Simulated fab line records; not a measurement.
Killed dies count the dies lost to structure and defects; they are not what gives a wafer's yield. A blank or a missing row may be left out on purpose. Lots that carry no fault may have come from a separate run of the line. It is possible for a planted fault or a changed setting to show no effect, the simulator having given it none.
fab line records + flow rit-cmos
[record]
- lots = 11
- wafers = 33
- last-day = 7
route steps=202 shown CONTACT@172 M1@202
lots with no fault: from the same line, run without faults
start-h: hours from the record's opening day to when the first of the lot's shown wafers began + wait-h: hours since the lot's step before + " unchanged from the row above + L1.1+2: a single row standing in for several wafers + - value missing, or start not given + * or withheld: withheld + < > ~ a bound
route shown NAME@n: NAME is a module with steps in the file, n the number in the route of the first one + usual: mean and standard deviation over wafers with no fault + same: alike in all rows + chamber/n: place in a boat + sites: each site's reading + _std_site: their standard deviation + _edge_site: mean of outer sites minus mean of inner sites + radius-mm: how far each site lies from the wafer's centre + mask NAME#n: copy n + behind: the most recent tool/chamber to have shaped the wafer + hold: why the lot was held/for how many hours/how that ended + device: transistor that didn't switch, given as n, p or np + end of line: at the end of the route, the tests of the same wafers + a step without rows: its recipe alone + killed: count of dies lost to structure and defects at first sort (not the wafer's yield) + map: dies across one wafer; x = killed, . = not, _ = none there
set.NAME: the setting that was run; set.NAME@STEP: the one run at that earlier step + model.NAME: the simulator's own value behind a step, which no gauge read
route steps across a sampled set of lots; one table per step, one row per wafer
[[steps]]
[step RIT_CONTACT_SOFTBAKE_04]
[recipe]
- resist = NOVOLAK
- temp-c = 90
- time-s = 60
[usual]
- heater-power-total-W = 34.56/0.049
- run-length-s = 89.18/0.29
| lot.wafer | tool           | chamber | start-h | wait-h | heater-power-total-W | run-length-s |
|-----------|----------------|---------|---------|--------|----------------------|--------------|
| L793.1    | litho-track-04 | 0       | 63.93   | 0.1    | 34.65                | 89.10        |
| L793.3    | "              | 0       | "       | "      | 34.59                | 89.24        |
| L793.4    | "              | 0       | "       | "      | 34.54                | 89.12        |
| L794.1    | litho-track-03 | 0       | 70.04   | 0.1    | 34.62                | 89.39        |
| L794.2    | "              | 0       | "       | "      | 34.44                | 89.43        |
| L794.3    | "              | 0       | "       | "      | 34.49                | 89.66        |
| L801.1    | litho-track-04 | 0       | 97.45   | 0.1    | 36.93                | 77.26        |
| L801.3    | "              | 0       | "       | "      | 36.84                | 77.30        |
| L801.5    | "              | 0       | "       | "      | 36.86                | 77.30        |
| L802.1    | litho-track-04 | 0       | 108.01  | 0.1    | 36.90                | 77.37        |
| L802.4    | "              | 0       | "       | "      | 36.83                | 77.25        |
| L802.6    | "              | 0       | "       | "      | 36.88                | 77.64        |
| L808.3    | litho-track-02 | 0       | 133.19  | 0.1    | 34.58                | 88.92        |
| L808.4    | "              | 0       | "       | "      | 34.54                | 88.75        |
| L808.6    | "              | 0       | "       | "      | 34.51                | 88.80        |
| L809.1    | litho-track-03 | 0       | 134.89  | 0.1    | 34.51                | 89.60        |
| L809.4    | "              | 0       | "       | "      | 34.57                | 89.45        |
| L809.5    | "              | 0       | "       | "      | 34.61                | 89.53        |
| L810.4    | litho-track-02 | 0       | 136.87  | 0.1    | 34.52                | 88.77        |
| L810.5    | "              | 0       | "       | "      | 34.59                | 88.95        |
| L810.6    | "              | 0       | "       | "      | 34.54                | 88.96        |
| L812.1    | litho-track-03 | 0       | 151.30  | 0.1    | 34.54                | 89.44        |
| L812.3    | "              | 0       | "       | "      | 34.54                | 89.46        |
| L812.6    | "              | 0       | "       | "      | 34.60                | 89.41        |
| L814.3    | litho-track-03 | 0       | 161.19  | 0.1    | 34.53                | 89.40        |
| L814.4    | "              | 0       | "       | "      | 34.57                | 89.43        |
| L814.5    | "              | 0       | "       | "      | 34.62                | 89.60        |
| L815.1    | litho-track-03 | 0       | 166.63  | 0.1    | 34.62                | 89.40        |
| L815.4    | "              | 0       | "       | "      | 34.48                | 89.67        |
| L815.6    | "              | 0       | "       | "      | 34.56                | 89.70        |
| L816.1    | litho-track-02 | 0       | 171.52  | 0.1    | 34.53                | 89.12        |
| L816.2    | "              | 0       | "       | "      | 34.59                | 88.82        |
| L816.6    | "              | 0       | "       | "      | 34.63                | 88.71        |
[step RIT_M1_PROBE_99]
[usual]
- killed-at-contacts = 0.0/0.18
- killed-at-front-end = 7/3
- killed-dies = 7/3
- killed-open = 3.6/1.9
- killed-short = 3.2/1.8
[same]
- gross-dies = 264
- killed_at_M0_to_M3 = 0
- killed_at_M4_up = 0
- killed-at-back-side = 0
- killed-at-other = 0
| lot.wafer | tool      | chamber | start-h | wait-h | killed-at-contacts | killed-at-front-end | killed-dies | killed-open | killed-short |
|-----------|-----------|---------|---------|--------|--------------------|---------------------|-------------|-------------|--------------|
| L809.1    | prober-02 | -       | 141.17  | 0.1    | 0                  | 6                   | 6           | 3           | 3            |
| L809.4    | prober-02 | -       | 141.32  | 0.2    | 0                  | 3                   | 3           | 2           | 1            |
| L809.5    | prober-02 | -       | 141.37  | 0.2    | 0                  | 3                   | 3           | 2           | 1            |
// killed by level:class
L809.1 GATE:geometric-particle:open=3 REOX:geometric-particle:short=2 GATE:geometric-particle:short=1
L809.4 GATE:geometric-particle:open=2 GATE:geometric-particle:short=1
L809.5 FOX1:geometric-particle:open=1 GATE:geometric-particle:short=1 GATE:geometric-particle:open=1
[[key]]
[first-sign]
- step = RIT_CONTACT_SOFTBAKE_04
- reading = heater-power-total-W
- direction = up
- sigmas = 47
- usual = 34.56
- struck = 36.87
[effect]
- step = RIT_CONTACT_SOFTBAKE_04
- reading = run-length-s
- direction = down
- sigmas = 41
- usual = *
- struck = *
met-at RIT_CONTACT_SOFTBAKE_04
struck-lots L801,L802
tester-left-out L801,L802
onset-between 63.93 97.45
[fault]
- kind = process-parameter-drift
- tool = litho-track-04
- chamber = -
- onset-h = 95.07
- steps = RIT_CONTACT_SOFTBAKE_04
- channel = time-s
- offset = *
- shape = step
- end-h = 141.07
- acts-in = *
- stated = *
// tester-left-out: of these lots the tester's yield and bins aren't shown, on N5 and GAA mostly nor the transistor test; their killed dies are dies lost to structure and defects alone, not to doping, threshold or leakage, so they don't give the yield
